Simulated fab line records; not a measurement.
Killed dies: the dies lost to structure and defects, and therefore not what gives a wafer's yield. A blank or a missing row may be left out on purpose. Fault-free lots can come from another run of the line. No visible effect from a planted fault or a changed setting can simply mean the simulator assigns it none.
Which tool was responsible?	flow berkeley-cmos170	14 lots, 42 wafers sampled, at 2 steps of a route of 331

== WHAT THE GAUGES READ, wafer by wafer ==
UCB170_PFIELD_TW_MEAS_09. Usual: PFIELD_TW typically reads 601, with standard deviation 5.3.
lot	measured	on	PFIELD_TW	flag
L822	day 4 14:24	film-metro-01	606 602 600	
L823	day 5 03:50	film-metro-03	606 608 610	
L825	day 5 06:39	film-metro-03	610 608 607	
L827	day 5 18:01	film-metro-03	608 607 607	
L826	day 5 18:14	film-metro-02	603 606 604	
L831	day 6 15:16	film-metro-01	592 597 596	
L832	day 6 22:32	film-metro-01	595 594 593	
L834	day 7 01:35	film-metro-01	595 596 597	
L835	day 7 10:25	film-metro-01	592 593 593	
L837	day 8 02:02	film-metro-02	674 673 670	OFF
L836	day 8 02:15	film-metro-01	600 598 602	
L838	day 8 07:21	film-metro-03	603 601 603	
L839	day 8 07:50	film-metro-02	671 674 672	OFF
L841	day 8 21:40	film-metro-02	605 601 601	

== TOOL THAT RAN EACH LOT (tool first, then ch and the chambers of the sampled wafers, then the start) ==
lot	UCB170_PFIELD_IMPLANT_07
L822	implanter-04 ch 0, day 4 14:09
L823	implanter-01 ch 0, day 5 03:35
L825	implanter-02 ch 0, day 5 06:24
L827	implanter-02 ch 0, day 5 17:46
L826	implanter-01 ch 0, day 5 17:59
L831	implanter-01 ch 0, day 6 15:02
L832	implanter-04 ch 0, day 6 22:17
L834	implanter-04 ch 0, day 7 01:20
L835	implanter-01 ch 0, day 7 10:11
L837	implanter-04 ch 0, day 8 01:49
L836	implanter-02 ch 0, day 8 02:00
L838	implanter-01 ch 0, day 8 07:08
L839	implanter-04 ch 0, day 8 07:35
L841	implanter-01 ch 0, day 8 21:25
- UCB170_PFIELD_IMPLANT_07

== WHAT THE TOOLS THEMSELVES READ (means of the sampled wafers that have a number; where no wafer has one, the mark that the record gives instead) ==
UCB170_PFIELD_IMPLANT_07. Usual: dose-ions-cm2 1.9996e+13, standard deviation 2.1e+10; faraday-current-uA 63.6, standard deviation 1.3.
lot	tool	dose-ions-cm2	faraday-current-uA	flag
L822	implanter-04	1.9989e+13	64.6	
L823	implanter-01	1.9975e+13	65.1	
L825	implanter-02	1.9980e+13	63.3	
L827	implanter-02	2.0012e+13	63.7	
L826	implanter-01	2.0022e+13	62.4	
L831	implanter-01	1.9994e+13	62.9	
L832	implanter-04	1.9996e+13	63.3	
L834	implanter-04	2.0016e+13	64.0	
L835	implanter-01	1.9999e+13	63.0	
L837	implanter-04	2.8568e+13	93.8	OFF
L836	implanter-02	2.0008e+13	63.1	
L838	implanter-01	1.9996e+13	64.0	
L839	implanter-04	2.8547e+13	90.3	OFF
L841	implanter-01	1.9996e+13	63.0	

== THE ANSWER, worked out from the rows above alone ==
Rule: a lot counts as off when the mean over its wafers that have a number is more than 3 standard deviations away from the usual mean. A lot without any number at a reading at which 4 lots or more have one is off too. All remaining lots with rows at the step are treated as sound. Order of review: gauges by route order, followed by the tools' own readings, for which a lot's mean as printed above is used. At the first step where some lot is off, the reading lying furthest off is the one used; lots without a number count as furthest.
Off: at UCB170_PFIELD_TW_MEAS_09 (PFIELD_TW), L837, L839.
A tool fits if, at a process step before that reading, it ran every lot that is off, and no sound lot after the first of them. The gauges at UCB170_PFIELD_TW_MEAS_09 aren't tried: what is off there is off at UCB170_PFIELD_IMPLANT_07 too, on other tools, and a gauge's error can't cause that. One fits: implanter-04 at UCB170_PFIELD_IMPLANT_07. A fault onset in the window from L834 (day 7 01:20, its last sound lot) to L837 (day 8 01:49, its first lot off) fits.
The tool's own readings at UCB170_PFIELD_IMPLANT_07 bear it out: on the lots that are off they differ by more than 5 times the standard deviation of the sound lots' means. dose-ions-cm2 reads 2.8558e+13 there against 1.9999e+13 on the sound lots; faraday-current-uA reads 92.0 there against 63.5 on the sound lots.

== WHAT WAS PUT IN BY THE SIMULATOR ==
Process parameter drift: implanter-04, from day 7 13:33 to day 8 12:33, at UCB170_PFIELD_IMPLANT_07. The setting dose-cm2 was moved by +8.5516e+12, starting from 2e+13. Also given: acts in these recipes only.
Lots struck among those shown: L837, L839. The rule given above showed the same thing.
